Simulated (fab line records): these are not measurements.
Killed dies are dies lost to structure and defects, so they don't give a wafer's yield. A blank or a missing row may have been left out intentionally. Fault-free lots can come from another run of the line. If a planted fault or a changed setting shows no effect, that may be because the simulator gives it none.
Split-lot experiment || flow berkeley cmos170 || 23 wafers read across 5 lots, on a route 331 steps long

THE SPLIT
At UCB170_ZERO_COAT_01 (resist thk 900 nm), the setting spin rpm was moved away from the recipe's 1500 rpm on 8 of the 23 wafers read, by +2.8% to +3.4%. For the rest of the wafers, this setting stayed at what the recipe calls for.

Reading taken at the split's own step.

THE READING
KrF_of_ZERO_COAT_01.thk nm (the simulator's own value, which no gauge read), in nm, at UCB170_ZERO_COAT_01 (resist thk 900 nm). The file does not state a usual value for it. The 15 wafers here that ran the recipe average 900.7 nm, standard deviation 2.4 nm.

{"wafer": "L078.1", "tool, chamber at the split": "litho track-01, 0", "spin rpm as run, rpm": 1500, "against the recipe": "recipe", "KrF_of_ZERO_COAT_01.thk nm, nm": 899.8, "against lot-mates on the recipe": "-"}
{"wafer": "L078.3", "tool, chamber at the split": "litho track-01, 0", "spin rpm as run, rpm": 1500, "against the recipe": "recipe", "KrF_of_ZERO_COAT_01.thk nm, nm": 905.2, "against lot-mates on the recipe": "-"}
{"wafer": "L078.4", "tool, chamber at the split": "litho track-01, 0", "spin rpm as run, rpm": 1500, "against the recipe": "recipe", "KrF_of_ZERO_COAT_01.thk nm, nm": 901.6, "against lot-mates on the recipe": "-"}
{"wafer": "L079.1", "tool, chamber at the split": "litho track-03, 0", "spin rpm as run, rpm": 1542, "against the recipe": "+2.8%", "KrF_of_ZERO_COAT_01.thk nm, nm": 890.6, "against lot-mates on the recipe": -12.4}
{"wafer": "L079.2", "tool, chamber at the split": "litho track-03, 0", "spin rpm as run, rpm": 1542, "against the recipe": "+2.8%", "KrF_of_ZERO_COAT_01.thk nm, nm": 889.6, "against lot-mates on the recipe": -13.4}
{"wafer": "L079.4", "tool, chamber at the split": "litho track-03, 0", "spin rpm as run, rpm": 1500, "against the recipe": "recipe", "KrF_of_ZERO_COAT_01.thk nm, nm": 903.3, "against lot-mates on the recipe": "-"}
{"wafer": "L079.5", "tool, chamber at the split": "litho track-03, 0", "spin rpm as run, rpm": 1542, "against the recipe": "+2.8%", "KrF_of_ZERO_COAT_01.thk nm, nm": 887.7, "against lot-mates on the recipe": -15.3}
{"wafer": "L079.6", "tool, chamber at the split": "litho track-03, 0", "spin rpm as run, rpm": 1500, "against the recipe": "recipe", "KrF_of_ZERO_COAT_01.thk nm, nm": 902.8, "against lot-mates on the recipe": "-"}
{"wafer": "L081.1", "tool, chamber at the split": "litho track-01, 0", "spin rpm as run, rpm": 1500, "against the recipe": "recipe", "KrF_of_ZERO_COAT_01.thk nm, nm": 901, "against lot-mates on the recipe": "-"}
{"wafer": "L081.3", "tool, chamber at the split": "litho track-01, 0", "spin rpm as run, rpm": 1551, "against the recipe": "+3.4%", "KrF_of_ZERO_COAT_01.thk nm, nm": 887.3, "against lot-mates on the recipe": -14.5}
{"wafer": "L081.4", "tool, chamber at the split": "litho track-01, 0", "spin rpm as run, rpm": 1551, "against the recipe": "+3.4%", "KrF_of_ZERO_COAT_01.thk nm, nm": 886.8, "against lot-mates on the recipe": -15.0}
{"wafer": "L081.5", "tool, chamber at the split": "litho track-01, 0", "spin rpm as run, rpm": 1500, "against the recipe": "recipe", "KrF_of_ZERO_COAT_01.thk nm, nm": 902.1, "against lot-mates on the recipe": "-"}
{"wafer": "L081.6", "tool, chamber at the split": "litho track-01, 0", "spin rpm as run, rpm": 1500, "against the recipe": "recipe", "KrF_of_ZERO_COAT_01.thk nm, nm": 902.4, "against lot-mates on the recipe": "-"}
{"wafer": "L083.1", "tool, chamber at the split": "litho track-02, 0", "spin rpm as run, rpm": 1500, "against the recipe": "recipe", "KrF_of_ZERO_COAT_01.thk nm, nm": 898.4, "against lot-mates on the recipe": "-"}
{"wafer": "L083.3", "tool, chamber at the split": "litho track-02, 0", "spin rpm as run, rpm": 1500, "against the recipe": "recipe", "KrF_of_ZERO_COAT_01.thk nm, nm": 896.6, "against lot-mates on the recipe": "-"}
{"wafer": "L083.4", "tool, chamber at the split": "litho track-02, 0", "spin rpm as run, rpm": 1500, "against the recipe": "recipe", "KrF_of_ZERO_COAT_01.thk nm, nm": 899.1, "against lot-mates on the recipe": "-"}
{"wafer": "L083.5", "tool, chamber at the split": "litho track-02, 0", "spin rpm as run, rpm": 1500, "against the recipe": "recipe", "KrF_of_ZERO_COAT_01.thk nm, nm": 897.9, "against lot-mates on the recipe": "-"}
{"wafer": "L083.6", "tool, chamber at the split": "litho track-02, 0", "spin rpm as run, rpm": 1500, "against the recipe": "recipe", "KrF_of_ZERO_COAT_01.thk nm, nm": 897.1, "against lot-mates on the recipe": "-"}
{"wafer": "L085.1", "tool, chamber at the split": "litho track-03, 0", "spin rpm as run, rpm": 1549, "against the recipe": "+3.3%", "KrF_of_ZERO_COAT_01.thk nm, nm": 887.8, "against lot-mates on the recipe": -13.7}
{"wafer": "L085.2", "tool, chamber at the split": "litho track-03, 0", "spin rpm as run, rpm": 1549, "against the recipe": "+3.3%", "KrF_of_ZERO_COAT_01.thk nm, nm": 886.6, "against lot-mates on the recipe": -14.9}
{"wafer": "L085.4", "tool, chamber at the split": "litho track-03, 0", "spin rpm as run, rpm": 1500, "against the recipe": "recipe", "KrF_of_ZERO_COAT_01.thk nm, nm": 901.3, "against lot-mates on the recipe": "-"}
{"wafer": "L085.5", "tool, chamber at the split": "litho track-03, 0", "spin rpm as run, rpm": 1500, "against the recipe": "recipe", "KrF_of_ZERO_COAT_01.thk nm, nm": 901.6, "against lot-mates on the recipe": "-"}
{"wafer": "L085.6", "tool, chamber at the split": "litho track-03, 0", "spin rpm as run, rpm": 1549, "against the recipe": "+3.3%", "KrF_of_ZERO_COAT_01.thk nm, nm": 888.1, "against lot-mates on the recipe": -13.4}

THE FIT
A straight line over all 23 wafers: KrF_of_ZERO_COAT_01.thk nm changes by -4.04 nm for each +1% of spin rpm; r = -0.95; the points scatter about the line by 2.1 nm.
The same after taking each lot's own level away (the mean of its wafers on the recipe; 23 wafers): -4.47 nm for each +1%; r = -0.98; scatter 1.2 nm.
According to that fit, moving spin rpm by its largest amount changes the reading by 15 nm.
Across the lots, their own levels run from 897.82 to 903.05 nm, a range of 2.2 times the standard deviation given above.
So the lot-to-lot level changes the slope little: the two slopes agree.
Check: with one of the wafers moved furthest among these (+3.4%) left out of the fit, the line predicts -15.4 nm for it against its lot-mates. Against them it came out at -14.5 nm.

THE WHOLE CHAIN: every reading that the file lists as answering this split, in the file's order
{"step": "UCB170_ZERO_COAT_01", "what it does": "resist thk 900 nm", "reading": "KrF_of_ZERO_COAT_01.thk nm (the simulator's own value, which no gauge read)", "change (the file's fit)": "-4.47 nm for each +1% of the setting", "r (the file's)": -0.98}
{"step": "UCB170_ZERO_STRIP_07", "what it does": "strips in O2", "reading": "strip time to endpoint s", "change (the file's fit)": "withheld for each +1% of the setting", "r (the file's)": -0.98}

FILE'S OWN FIT
KrF_of_ZERO_COAT_01.thk nm changes by -4.47 nm for each +1% of spin rpm, r = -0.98.
